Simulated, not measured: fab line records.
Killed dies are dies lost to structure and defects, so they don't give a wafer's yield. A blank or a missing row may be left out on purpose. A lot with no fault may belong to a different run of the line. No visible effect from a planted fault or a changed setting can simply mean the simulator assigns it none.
Which of the tools did it? / flow berkeley cmos170 / 14 lots, 42 wafers sampled, at 4 steps of a route of 331

## WHAT THE GAUGES READ, wafer by wafer
UCB170_PWELL_THK_MEAS_03.
lot=L898; measured=day 3 03:35; on=film metro-04; PWELL_OXIDE_THK (nm)=26.1 26.4 26.7
lot=L900; measured=day 3 13:26; on=film metro-04; PWELL_OXIDE_THK (nm)=26.2 26.7 27.0
lot=L899; measured=day 3 13:27; on=film metro-01; PWELL_OXIDE_THK (nm)=25.9 26.2 26.3
lot=L901; measured=day 4 01:38; on=film metro-04; PWELL_OXIDE_THK (nm)=26.4 26.6 26.6
lot=L902; measured=day 4 01:38; on=film metro-01; PWELL_OXIDE_THK (nm)=26.2 25.7 26.1
lot=L904; measured=day 4 07:49; on=film metro-01; PWELL_OXIDE_THK (nm)=26.1 25.7 26.0
lot=L903; measured=day 4 07:49; on=film metro-03; PWELL_OXIDE_THK (nm)=25.5 26.3 26.6
lot=L906; measured=day 5 00:44; on=film metro-03; PWELL_OXIDE_THK (nm)=26.2 26.5 26.4
lot=L908; measured=day 5 10:10; on=film metro-03; PWELL_OXIDE_THK (nm)=26.5 26.7 26.5
lot=L909; measured=day 5 14:05; on=film metro-03; PWELL_OXIDE_THK (nm)=26.5 26.4 26.4
lot=L912; measured=day 6 02:55; on=film metro-04; PWELL_OXIDE_THK (nm)=26.3 26.6 26.0
lot=L915; measured=day 7 03:21; on=film metro-04; PWELL_OXIDE_THK (nm)=26.1 25.8 26.1
lot=L916; measured=day 7 09:35; on=film metro-04; PWELL_OXIDE_THK (nm)=26.6 27.5 27.4
lot=L917; measured=day 7 16:47; on=film metro-03; PWELL_OXIDE_THK (nm)=27.0 26.5 27.0

UCB170_PLDD_CD_MEAS_06: target cd 1200 nm.
lot=L898; measured=day 6 15:01; on=cd sem-02; cd nm (nm)=1198.9 1199.9 1197.9
lot=L900; measured=day 7 05:11; on=cd sem-01; cd nm (nm)=1199.2 1199.3 1199.8
lot=L899; measured=day 7 04:27; on=cd sem-01; cd nm (nm)=1200.4 1199.3 1199.3
lot=L901; measured=day 7 19:28; on=cd sem-01; cd nm (nm)=1204.0 1202.7 1203.0
lot=L902; measured=day 7 19:44; on=cd sem-02; cd nm (nm)=1200.1 1199.7 1199.3
lot=L904; measured=day 8 04:13; on=cd sem-01; cd nm (nm)=1200.4 1201.5 1200.9
lot=L903; measured=day 8 05:00; on=cd sem-02; cd nm (nm)=1202.8 1201.1 1202.2
lot=L906; measured=day 8 22:10; on=cd sem-02; cd nm (nm)=1198.9 1199.5 1200.6
lot=L908; measured=day 8 22:32; on=cd sem-02; cd nm (nm)=1199.3 1199.5 1199.2
lot=L909; measured=day 9 13:53; on=cd sem-02; cd nm (nm)=1200.1 1200.4 1200.4
lot=L912; measured=day 9 17:37; on=cd sem-01; cd nm (nm)=1199.9 1201.2 1199.5
lot=L915; measured=day 10 11:19; on=cd sem-01; cd nm (nm)=1171.7 1171.5 1171.6 1171.7 1171.5 1171.7
lot=L916; measured=day 10 21:04; on=cd sem-02; cd nm (nm)=1176.9 1177.5 1178.0 1176.6 1177.8 1177.7
lot=L917; measured=day 10 21:08; on=cd sem-01; cd nm (nm)=1201.5 1200.0 1199.6

UCB170_V2_CD_MEAS_12: target cd 700 nm.
lot=L898; measured=day 8 11:53; on=cd sem-01; cd nm (nm)=700.0 700.4 698.9
lot=L900; measured=day 8 21:34; on=cd sem-02; cd nm (nm)=700.4 699.5 699.3
lot=L899; measured=day 8 21:37; on=cd sem-01; cd nm (nm)=700.2 699.0 698.9
lot=L901; measured=day 9 05:40; on=cd sem-02; cd nm (nm)=700.4 698.6 697.8
lot=L902; measured=day 9 05:56; on=cd sem-01; cd nm (nm)=698.8 699.6 700.1
lot=L904; measured=day 9 18:01; on=cd sem-02; cd nm (nm)=699.0 700.6 698.8
lot=L903; measured=day 9 17:59; on=cd sem-01; cd nm (nm)=700.6 702.2 699.8
lot=L906; measured=day 10 10:28; on=cd sem-02; cd nm (nm)=699.2 698.5 698.0
lot=L908; measured=day 10 11:25; on=cd sem-01; cd nm (nm)=698.4 698.9 698.9
lot=L909; measured=day 11 01:44; on=cd sem-02; cd nm (nm)=698.6 700.7 699.8
lot=L912; measured=day 11 04:49; on=cd sem-02; cd nm (nm)=700.7 699.9 700.2
lot=L915; measured=day 11 23:34; on=cd sem-02; cd nm (nm)=700.0 699.5 698.7
lot=L916; measured=day 12 05:46; on=cd sem-02; cd nm (nm)=698.6 698.2 697.8
lot=L917; measured=day 12 02:45; on=cd sem-01; cd nm (nm)=697.5 699.8 699.4

## TOOL THAT RAN EACH LOT (tool first, then ch and the chambers of the sampled wafers, then the start)
lot=L898; UCB170_PLDD_PEB_04=litho track-02 ch 0, day 6 14:45
lot=L900; UCB170_PLDD_PEB_04=litho track-04 ch 0, day 7 04:55
lot=L899; UCB170_PLDD_PEB_04=litho track-04 ch 0, day 7 04:11
lot=L901; UCB170_PLDD_PEB_04=litho track-02 ch 0, day 7 19:11
lot=L902; UCB170_PLDD_PEB_04=litho track-02 ch 0, day 7 19:28
lot=L904; UCB170_PLDD_PEB_04=litho track-03 ch 0, day 8 03:56
lot=L903; UCB170_PLDD_PEB_04=litho track-04 ch 0, day 8 04:38
lot=L906; UCB170_PLDD_PEB_04=litho track-02 ch 0, day 8 21:53
lot=L908; UCB170_PLDD_PEB_04=litho track-02 ch 0, day 8 22:15
lot=L909; UCB170_PLDD_PEB_04=litho track-04 ch 0, day 9 13:37
lot=L912; UCB170_PLDD_PEB_04=litho track-02 ch 0, day 9 17:20
lot=L915; UCB170_PLDD_PEB_04=litho track-04 ch 0, day 10 11:03
lot=L916; UCB170_PLDD_PEB_04=litho track-04 ch 0, day 10 20:48
lot=L917; UCB170_PLDD_PEB_04=litho track-03 ch 0, day 10 20:52
- UCB170_PLDD_PEB_04

## AS READ BY THE TOOLS THEMSELVES (means over the sampled wafers that have a number; for cases with no such wafer, the mark the record gives instead)
UCB170_PLDD_PEB_04.
lot=L898; tool=litho track-02; heater power total W (W)=56.78; plate temp C (C)=130.05
lot=L900; tool=litho track-04; heater power total W (W)=56.81; plate temp C (C)=129.87
lot=L899; tool=litho track-04; heater power total W (W)=56.81; plate temp C (C)=130.00
lot=L901; tool=litho track-02; heater power total W (W)=56.81; plate temp C (C)=130.03
lot=L902; tool=litho track-02; heater power total W (W)=56.77; plate temp C (C)=130.05
lot=L904; tool=litho track-03; heater power total W (W)=56.80; plate temp C (C)=130.01
lot=L903; tool=litho track-04; heater power total W (W)=56.79; plate temp C (C)=130.09
lot=L906; tool=litho track-02; heater power total W (W)=56.81; plate temp C (C)=129.86
lot=L908; tool=litho track-02; heater power total W (W)=56.81; plate temp C (C)=129.79
lot=L909; tool=litho track-04; heater power total W (W)=56.78; plate temp C (C)=130.19
lot=L912; tool=litho track-02; heater power total W (W)=56.82; plate temp C (C)=129.92
lot=L915; tool=litho track-04; heater power total W (W)=54.64; plate temp C (C)=126.29
lot=L916; tool=litho track-04; heater power total W (W)=54.60; plate temp C (C)=125.95
lot=L917; tool=litho track-03; heater power total W (W)=56.82; plate temp C (C)=130.13

## THE ANSWER, worked out from the rows above alone
Rule: the lots themselves supply what counts as usual. Put in order of their means at a reading, lots are off if they are a third of the lots or fewer, leave a main group of 4 or more, and stand apart from it by a gap of 3 or more times the standard deviation of the main group's means; of several such gaps the widest counts. The tables above print the reading to a certain number of digits; a main group whose means all agree to those digits is not used. Also off: a lot with no number at a reading for which 4 or more lots have one. All remaining lots with rows at the step are treated as sound. The gauges are gone through in route order, then the tools' own readings, and for those a lot's mean is taken as printed above. At the first step where some lot is off, the reading lying furthest off is the one used; lots without a number count as furthest.
Off at UCB170_PLDD_CD_MEAS_06 (cd nm): L915, L916. For the main group the mean is 1200.3 nm and the standard deviation 1.2.
A tool fits if, at a process step before that reading, it ran every lot that is off, and no sound lot after the first of them. The gauges at UCB170_PLDD_CD_MEAS_06 aren't tried: what is off there is off at UCB170_PLDD_PEB_04 too, on other tools, and a gauge's error can't cause that. One candidate fits, namely litho track-04 at UCB170_PLDD_PEB_04. A fault onset in the window from L909 (day 9 13:37, its last sound lot) to L915 (day 10 11:03, its first lot off) fits.
The tool's own readings at UCB170_PLDD_PEB_04 bear it out: on the lots that are off they differ by more than 5 times the standard deviation of the sound lots' means. heater power total W reads 54.62 W there against 56.80 W on the sound lots; plate temp C reads 126.12 C there against 130.00 C on the sound lots.

## WHAT THE SIMULATOR HAD INSERTED
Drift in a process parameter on litho track-04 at UCB170_PLDD_PEB_04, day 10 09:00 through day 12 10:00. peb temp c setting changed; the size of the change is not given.
Struck lots among those shown: L915, L916. The same result came from the rule above.
